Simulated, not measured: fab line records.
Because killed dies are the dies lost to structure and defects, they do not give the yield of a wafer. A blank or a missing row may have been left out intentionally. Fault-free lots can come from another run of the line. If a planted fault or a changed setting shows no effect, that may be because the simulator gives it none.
Lot-split experiment | flow ritCmos | route with 202 steps; 5 lots, 23 wafers read

THE SPLIT
At RIT_GATE_DEVELOP_15 (develop time 50 s), the setting devTempC was moved away from the recipe's 23 C on 9 of the 23 wafers read, by -15.6% to +9.0%. This setting was run at the recipe's value on the other wafers.

FROM THE SPLIT TO THE READING: what the file shows between them, 6 steps
- RIT_NLDD_IMPLANT_08 (also split here: energyKev)
- RIT_PSD_COAT_01: resist thk 1000 nm (also split here: resistThkNm)
- RIT_PSD_SOFTBAKE_02: time 60 s
- RIT_PSD_EXPOSE_03: exposes mask M10, target cd 40900 nm
- RIT_PSD_DEVELOP_05: develop time 50 s
- RIT_PSD_HARDBAKE_07: time 60 s

THE READING
etest.npolyLine.lineOhmUm (the simulator's own value, which no gauge read), at RIT_M1_PROBE_99. The file gives no usual value for it. The 14 wafers here that ran the recipe average 164.2, standard deviation 5.4.

wafer  | tool, chamber at the split | devTempC as run, C | against the recipe | etest.npolyLine.lineOhmUm | against lot-mates on the recipe
L074.1 | lithoTrack-04, 0           | 23                 | recipe             | 161.5                     | -
L074.2 | lithoTrack-04, 0           | 23                 | recipe             | 162.8                     | -
L074.3 | lithoTrack-04, 0           | 23                 | recipe             | 165.2                     | -
L074.5 | lithoTrack-04, 0           | 23                 | recipe             | 158.1                     | -
L074.6 | lithoTrack-04, 0           | 23                 | recipe             | 162                       | -
L075.1 | lithoTrack-02, 0           | 23                 | recipe             | 164.4                     | -
L075.2 | lithoTrack-02, 0           | 25.06              | +9.0%              | 142.4                     | -19.8
L075.4 | lithoTrack-02, 0           | 23                 | recipe             | 160                       | -
L075.5 | lithoTrack-02, 0           | 25.06              | +9.0%              | 141.5                     | -20.7
L075.6 | lithoTrack-02, 0           | 25.06              | +9.0%              | 138.6                     | -23.6
L076.1 | lithoTrack-02, 0           | 19.42              | -15.6%             | 224.6                     | +48.8
L076.2 | lithoTrack-02, 0           | 19.42              | -15.6%             | 225.2                     | +49.4
L076.3 | lithoTrack-02, 0           | 19.42              | -15.6%             | 230.2                     | +54.4
L076.4 | lithoTrack-02, 0           | 23                 | recipe             | 175.3                     | -
L076.5 | lithoTrack-02, 0           | 23                 | recipe             | 176.3                     | -
L082.2 | lithoTrack-02, 0           | 24.41              | +6.1%              | 153.2                     | -12.9
L082.3 | lithoTrack-02, 0           | 23                 | recipe             | 167.5                     | -
L082.4 | lithoTrack-02, 0           | 23                 | recipe             | 164.7                     | -
L082.5 | lithoTrack-02, 0           | 24.41              | +6.1%              | 149.8                     | -16.3
L082.6 | lithoTrack-02, 0           | 24.41              | +6.1%              | 149.2                     | -16.9
L084.2 | lithoTrack-01, 0           | 23                 | recipe             | 157.5                     | -
L084.3 | lithoTrack-01, 0           | 23                 | recipe             | 161.8                     | -
L084.6 | lithoTrack-01, 0           | 23                 | recipe             | 162.4                     | -

THE FIT
A straight line over all 23 wafers: etest.npolyLine.lineOhmUm changes by -3.51 for each +1% of devTempC; r = -0.97; the points scatter about the line by 6.1.
The same after taking each lot's own level away (the mean of its wafers on the recipe; 23 wafers): -2.99 for each +1%; r = -0.99; scatter 3.1.
According to that fit, moving devTempC by its largest amount changes the reading by 47.
Measured against the standard deviation above, the lots' own levels, which go from 160.57 to 175.80, span 2.8 times it.
Thus the slope moves with the lot-to-lot level: the two fits are different.
Check: +48 against its lot-mates is what the line predicts for one of the wafers moved furthest among these (-15.6%) when that wafer is left out of the fit. It came out at +48.8 against them.

OTHER SPLITS APPLIED TO THESE WAFERS
Other splits were also applied to these wafers ahead of the reading. Each is held against what the fit with the lots' levels taken away leaves over:
other split on the same wafers    | wafers away from the commonest value | r with etest.npolyLine.lineOhmUm (lot level and that fit taken away)
RIT_ACTIVE_COAT_06 resistThkNm    | 9                                    | +0.19
RIT_ACTIVE_HARDBAKE_12 tempC      | 5                                    | +0.30
RIT_ACTIVE_STRIP_14 pressureMtorr | 18                                   | +0.30
RIT_NRETRO_COAT_01 spinRpm        | 11                                   | -0.39
RIT_NRETRO_IMPLANT_08 doseCm2     | 9                                    | -0.03
RIT_PRETRO_COAT_01 resistThkNm    | 10                                   | +0.41
RIT_PRETRO_IMPLANT_08 energyKev   | 5                                    | +0.20
RIT_NLDD_IMPLANT_08 energyKev     | 9                                    | -0.13
RIT_PSD_COAT_01 resistThkNm       | 9                                    | -0.12

THE WHOLE CHAIN: every reading that the file lists as answering this split, in the file's order
step            | what it does | reading                                                                     | change (the file's fit)           | r (the file's)
RIT_M1_PROBE_99 |              | etest.pmos_0p3.rOnOhmUm (the simulator's own value, which no gauge read)    | +32.2 for each +1% of the setting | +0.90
RIT_M1_PROBE_99 |              | etest.pmos_0p15.rOnOhmUm (the simulator's own value, which no gauge read)   | +33.3 for each +1% of the setting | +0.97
RIT_M1_PROBE_99 |              | etest.pmosTurned.rOnOhmUm (the simulator's own value, which no gauge read)  | +33.6 for each +1% of the setting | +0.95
RIT_M1_PROBE_99 |              | etest.nmos_0p15.driveUaUm (the simulator's own value, which no gauge read)  | -6.7 for each +1% of the setting  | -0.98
RIT_M1_PROBE_99 |              | etest.nmosTurned.driveUaUm (the simulator's own value, which no gauge read) | -3.93 for each +1% of the setting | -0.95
RIT_M1_PROBE_99 |              | etest.pmos_0p15.driveUaUm (the simulator's own value, which no gauge read)  | -4.57 for each +1% of the setting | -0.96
RIT_M1_PROBE_99 |              | etest.npolyLine.lineOhmUm (the simulator's own value, which no gauge read)  | -2.99 for each +1% of the setting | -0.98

THE FILE'S OWN FIT
etest.npolyLine.lineOhmUm changes by -2.99 for each +1% of devTempC, r = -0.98.
